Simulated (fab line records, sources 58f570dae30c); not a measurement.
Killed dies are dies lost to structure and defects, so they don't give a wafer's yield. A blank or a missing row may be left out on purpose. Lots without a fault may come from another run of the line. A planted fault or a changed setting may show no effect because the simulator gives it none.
Which tool did it? | flow berkeley_cmos170 | 7 lots, 21 wafers sampled, at 1 step of a route of 331

WHAT THE GAUGES READ, wafer by wafer
UCB170_M1_CD_MEAS_09: target cd 700 nm.
lot  | measured     | on        | cd_nm (nm)
L948 | day 7 13:18  | cd_sem-01 | 698.7 699.1 699.5
L951 | day 7 15:25  | cd_sem-02 | 698.7 698.4 698.2
L953 | day 8 07:16  | cd_sem-02 | 698.5 698.4 699.9
L954 | day 8 07:55  | cd_sem-01 | 701.9 702.4 702.5
L959 | day 9 05:35  | cd_sem-02 | 702.5 701.0 701.6
L968 | day 10 17:09 | cd_sem-01 | 697.1 698.6 698.0
L970 | day 11 16:11 | cd_sem-01 | 700.6 701.5 701.7

WHICH TOOL RAN EACH LOT (tool, then ch and the chambers of the sampled wafers, then the start)
The record holds no process step before these readings.

THE ANSWER, worked out from the rows above alone
Rule: what is usual is taken from the lots themselves. Put in order of their means at a reading, lots are off if they are a third of the lots or fewer, leave a main group of 4 or more, and stand apart from it by a gap of 3 or more times the standard deviation of the main group's means; of several such gaps the widest counts. A main group whose means are all the same, to the digits that the tables above print for the reading, isn't used. A lot without any number at a reading at which 4 lots or more have one is off too. The other lots that the step has rows for count as sound.
No lot is off at any reading shown: from this, nothing can be told.

WHAT THE SIMULATOR HAD PUT IN
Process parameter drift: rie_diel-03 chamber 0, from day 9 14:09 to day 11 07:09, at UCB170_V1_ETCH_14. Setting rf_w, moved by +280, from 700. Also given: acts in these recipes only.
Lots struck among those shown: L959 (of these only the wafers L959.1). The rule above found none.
